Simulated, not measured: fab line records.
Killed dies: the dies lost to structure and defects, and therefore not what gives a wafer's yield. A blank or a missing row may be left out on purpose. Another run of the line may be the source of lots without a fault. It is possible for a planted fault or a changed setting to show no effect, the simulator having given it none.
Split-lot trial ; flow berkeley-cmos170 ; 23 wafers read across 5 lots, on a route 331 steps long

== THE SPLIT ==
At UCB170_M1_PEB_07, the setting peb-temp-c was moved away from the recipe's 130 C on 7 of the 23 wafers read, by -2.8% to +1.9%. The other wafers ran this setting at the recipe's value.

== FROM THE SPLIT TO THE READING: what the file shows between them, 5 steps ==
- UCB170_M1_DEVELOP_08: develop time 45 s
- UCB170_M1_CD_MEAS_09: target cd 700 nm
- UCB170_M1_ETCH_11: etches BARC in N2/H2
- UCB170_M1_METAL_ETCH_12: etches Al in Cl2/BCl3, stops on PSG, target depth 780 nm, time 130 s
- UCB170_M1_STRIP_13: strips in O2

== THE READING ==
cd-nm at UCB170_M1_CD_MEAS_90, given in nm (cd target 700 nm). A value of 699.7 nm with a standard deviation of 2.3 nm is what fault-free wafers of this fab line usually give.

wafer;tool, chamber at the split;peb-temp-c as run, C;against the recipe;cd-nm, nm;against lot-mates on the recipe
L075.1;litho-track-03, 0;130;recipe;696.1;-
L075.2;litho-track-03, 0;130;recipe;696.2;-
L075.3;litho-track-03, 0;130;recipe;696.7;-
L074.1;litho-track-04, 0;130;recipe;696.4;-
L074.2;litho-track-04, 0;131.1;+0.8%;687.7;-9.1
L074.4;litho-track-04, 0;130;recipe;695.1;-
L074.5;litho-track-04, 0;130;recipe;698.9;-
L074.6;litho-track-04, 0;131.1;+0.8%;689.5;-7.3
L081.1;litho-track-01, 0;132.5;+1.9%;684.7;-17.8
L081.2;litho-track-01, 0;132.5;+1.9%;686.9;-15.6
L081.4;litho-track-01, 0;130;recipe;705.0;-
L081.5;litho-track-01, 0;132.5;+1.9%;685.6;-16.9
L081.6;litho-track-01, 0;130;recipe;700.0;-
L080.1;litho-track-04, 0;130;recipe;699.0;-
L080.2;litho-track-04, 0;130;recipe;702.7;-
L080.3;litho-track-04, 0;130;recipe;701.6;-
L080.4;litho-track-04, 0;126.3;-2.8%;730.2;+29.1
L080.5;litho-track-04, 0;126.3;-2.8%;730.2;+29.1
L082.1;litho-track-03, 0;130;recipe;699.4;-
L082.2;litho-track-03, 0;130;recipe;699.5;-
L082.3;litho-track-03, 0;130;recipe;696.1;-
L082.4;litho-track-03, 0;130;recipe;699.3;-
L082.6;litho-track-03, 0;130;recipe;696.2;-

THE FIT
A straight line over all 23 wafers: cd-nm changes by -9.49 nm for each +1% of peb-temp-c; r = -0.96; the points scatter about the line by 3.3 nm.
The same after taking each lot's own level away (the mean of its wafers on the recipe; 23 wafers): -9.64 nm for each +1%; r = -0.99; scatter 1.6 nm.
On that fit, the largest move of peb-temp-c shifts the reading by 27 nm.
The span of the lots' own levels, 696.33 to 702.50 nm, comes to 2.7 times the standard deviation stated above.
The two slopes agree, so the slope changes little with the lot-to-lot level.
Check: for one of the wafers moved furthest among these (-2.8%), held out of the fit, the line's prediction against its lot-mates is +27.1 nm. Against them it came out at +29.1 nm.

== THE WHOLE CHAIN: every reading that the file lists as answering this split, in the file's order ==
step;what it does;reading;change (the file's fit);r (the file's)
UCB170_M1_CD_MEAS_09;target cd 700 nm;cd-nm;-9.3 nm for each +1% of the setting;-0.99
UCB170_M1_ETCH_11;etches BARC in N2/H2;M1.cd-nm (the simulator's own value, which no gauge read);-9.41 nm for each +1% of the setting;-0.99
UCB170_M1_METAL_ETCH_12;etches Al in Cl2/BCl3, stops on PSG, target depth 780 nm, time 130 s;M1.cd-nm (the simulator's own value, which no gauge read);-9.69 nm for each +1% of the setting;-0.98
UCB170_M1_CD_MEAS_90;target cd 700 nm;cd-nm;-9.75 nm for each +1% of the setting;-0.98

== FILE'S OWN FIT ==
cd-nm changes by -9.75 nm for each +1% of peb-temp-c, r = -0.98.
